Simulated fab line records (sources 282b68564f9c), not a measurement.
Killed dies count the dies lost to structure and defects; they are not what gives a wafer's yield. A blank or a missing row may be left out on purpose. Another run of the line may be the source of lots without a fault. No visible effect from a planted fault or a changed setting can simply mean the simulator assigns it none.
Which tool is to blame?    flow rit cmos    42 wafers from 14 lots sampled at 4 of the route's 202 steps

WHAT EACH GAUGE READ, for each wafer
RIT_PLDD_TW_MEAS_10. Usual: PLDD_TW typically reads 2324, with standard deviation 20.
lot   measured     on             PLDD_TW         flag
L424  day 2 20:08  film metro-04  2343 2334 2337  
L425  day 3 02:52  film metro-03  2305 2306 2297  
L426  day 3 07:09  film metro-01  2325 2344 2348  
L427  day 3 14:35  film metro-04  2325 2310 2309  
L428  day 3 16:53  film metro-04  2313 2325 2317  
L429  day 3 19:56  film metro-01  2342 2338 2344  
L430  day 4 04:32  film metro-01  2332 2330 2336  
L431  day 4 11:39  film metro-04  2332 2326 2327  
L432  day 4 16:47  film metro-01  2339 2352 2340  
L433  day 4 19:21  film metro-01  2341 2349 2338  
L434  day 4 23:47  film metro-01  2343 2336 2336  
L443  day 6 23:19  film metro-01  2353 2370 2373  
L445  day 7 04:59  film metro-03  2302 2312 2312  
L447  day 7 14:23  film metro-04  2301 2322 2305  

RIT_SILICIDE_THK_MEAS_03: measures by xrf. Usual: SILICIDE_TI_THK typically reads 29.7 nm, with standard deviation 0.32.
lot   measured     on             SILICIDE_TI_THK (nm)  flag
L424  day 3 02:58  film metro-02  29.8 30.0 29.8        
L425  day 3 09:28  film metro-01  30.1 30.1 29.8        
L426  day 3 14:09  film metro-03  29.3 29.6 29.6        
L427  day 3 21:38  film metro-02  30.0 30.2 30.0        
L428  day 3 23:37  film metro-03  29.5 29.8 29.9        
L429  day 4 02:49  film metro-01  29.5 29.6 29.8        
L430  day 4 11:53  film metro-01  29.9 29.3 29.6        
L431  day 4 18:31  film metro-03  30.1 30.0 29.8        
L432  day 4 23:38  film metro-02  29.9 30.0 29.8        
L433  day 5 02:08  film metro-01  29.6 30.0 29.5        
L434  day 5 06:47  film metro-02  29.1 29.6 29.1        
L443  day 7 06:23  film metro-01  30.7 31.3 31.0        OFF
L445  day 7 11:49  film metro-01  31.3 31.2 31.3        OFF
L447  day 7 21:14  film metro-02  29.6 30.1 30.0        

EACH LOT AND THE TOOL THAT RAN IT (in order: tool; ch and the chambers of the sampled wafers; start)
lot   RIT_PLDD_STRIP_09                    RIT_SPACER_ETCHBACK_05
L424  plasma asher-01 ch 0, day 2 19:58    rie diel-01 ch 2,3, day 2 22:32
L425  plasma asher-03 ch 0,1, day 3 02:40  rie diel-04 ch 1,2,3, day 3 05:16
L426  plasma asher-02 ch 0,1, day 3 06:58  rie diel-01 ch 0,1,3, day 3 09:49
L427  plasma asher-01 ch 0,1, day 3 14:24  rie diel-01 ch 1,2,3, day 3 16:58
L428  plasma asher-01 ch 0,1, day 3 16:43  rie diel-04 ch 1,3, day 3 19:18
L429  plasma asher-01 ch 0,1, day 3 19:48  rie diel-01 ch 0,1,3, day 3 22:19
L430  plasma asher-01 ch 0,1, day 4 04:21  rie diel-02 ch 1,2, day 4 07:07
L431  plasma asher-02 ch 0,1, day 4 11:28  rie diel-02 ch 0,1, day 4 14:03
L432  plasma asher-02 ch 0,1, day 4 16:36  rie diel-04 ch 0,1,3, day 4 19:13
L433  plasma asher-02 ch 0,1, day 4 19:10  rie diel-02 ch 0,1,3, day 4 21:45
L434  plasma asher-03 ch 0, day 4 23:37    rie diel-01 ch 0,1,3, day 5 02:11
L443  plasma asher-02 ch 0,1, day 6 23:08  rie diel-02 ch 0,1,2, day 7 01:43
L445  plasma asher-02 ch 0,1, day 7 04:49  rie diel-02 ch 1,2, day 7 07:23
L447  plasma asher-03 ch 0,1, day 7 14:13  rie diel-01 ch 0,1,3, day 7 16:48
- RIT_PLDD_STRIP_09: strips in O2, time 180 s.
- RIT_SPACER_ETCHBACK_05: etches Si3N4 in SF6/CHF3, stops on SiO2, target depth 250 nm, time 240 s.

AS READ BY THE TOOLS THEMSELVES (means over the sampled wafers that have a number; for cases with no such wafer, the mark the record gives instead)
RIT_PLDD_STRIP_09. Usual: chamber pressure mTorr 4000 mTorr, standard deviation 4.2; drypump motor current A 5.7 A, standard deviation 0.47.
lot   tool             chamber pressure mTorr (mTorr)  drypump motor current A (A)  flag
L424  plasma asher-01  4001                            5.9                          
L425  plasma asher-03  4004                            5.6                          
L426  plasma asher-02  4003                            6.1                          
L427  plasma asher-01  3995                            5.6                          
L428  plasma asher-01  4000                            5.2                          
L429  plasma asher-01  3999                            5.2                          
L430  plasma asher-01  3996                            5.2                          
L431  plasma asher-02  3999                            6.0                          
L432  plasma asher-02  3999                            6.0                          
L433  plasma asher-02  4001                            6.3                          
L434  plasma asher-03  4003                            5.7                          
L443  plasma asher-02  4004                            6.0                          
L445  plasma asher-02  4000                            6.3                          
L447  plasma asher-03  4000                            5.6                          

RIT_SPACER_ETCHBACK_05. Usual: chamber pressure mTorr 40.00 mTorr, standard deviation 0.038; drypump motor current A 5.7 A, standard deviation 0.52; oes product au 0.848 a.u., standard deviation 0.017; throttle valve pct 10.32 %, standard deviation 0.12.
lot   tool         chamber pressure mTorr (mTorr)  drypump motor current A (A)  oes product au (a.u.)  throttle valve pct (%)  flag
L424  rie diel-01  40.03                           6.2                          0.848                  10.25                   
L425  rie diel-04  39.97                           5.6                          0.838                  10.36                   
L426  rie diel-01  40.00                           6.2                          0.863                  10.35                   
L427  rie diel-01  40.01                           6.2                          0.858                  10.26                   
L428  rie diel-04  39.96                           5.5                          0.825                  10.31                   
L429  rie diel-01  40.02                           6.3                          0.854                  10.34                   
L430  rie diel-02  40.02                           5.9                          0.853                  10.41                   
L431  rie diel-02  40.01                           5.2                          0.853                  10.45                   
L432  rie diel-04  40.01                           5.3                          0.827                  10.27                   
L433  rie diel-02  40.03                           5.5                          0.852                  10.40                   
L434  rie diel-01  40.00                           6.3                          0.856                  10.35                   
L443  rie diel-02  39.97                           5.5                          0.844                  10.38                   
L445  rie diel-02  40.03                           5.7                          0.838                  10.32                   
L447  rie diel-01  39.97                           6.3                          0.848                  10.34                   

THE ANSWER, worked out from the rows above alone
Rule: lot off if the mean of its wafers having a number is beyond 3 standard deviations from the usual mean. A lot without any number at a reading at which 4 lots or more have one is off too. All remaining lots with rows at the step are treated as sound. After the gauges, taken in route order, come the tools' own readings; for these a lot's mean is taken, as printed above. At the first step where some lot is off, the reading lying furthest off is the one used; lots without a number count as furthest.
Off: L443, L445, at RIT_SILICIDE_THK_MEAS_03 (SILICIDE_TI_THK).
If a tool, at a process step before that reading, ran all the lots that are off and no sound lot after the first of them, it fits. The gauges at RIT_SILICIDE_THK_MEAS_03 are tried like those tools. Can't be told from this: 3 tools fit, plasma asher-02 at RIT_PLDD_STRIP_09, rie diel-02 at RIT_SPACER_ETCHBACK_05, film metro-01 at RIT_SILICIDE_THK_MEAS_03.

WHAT WAS PUT IN BY THE SIMULATOR
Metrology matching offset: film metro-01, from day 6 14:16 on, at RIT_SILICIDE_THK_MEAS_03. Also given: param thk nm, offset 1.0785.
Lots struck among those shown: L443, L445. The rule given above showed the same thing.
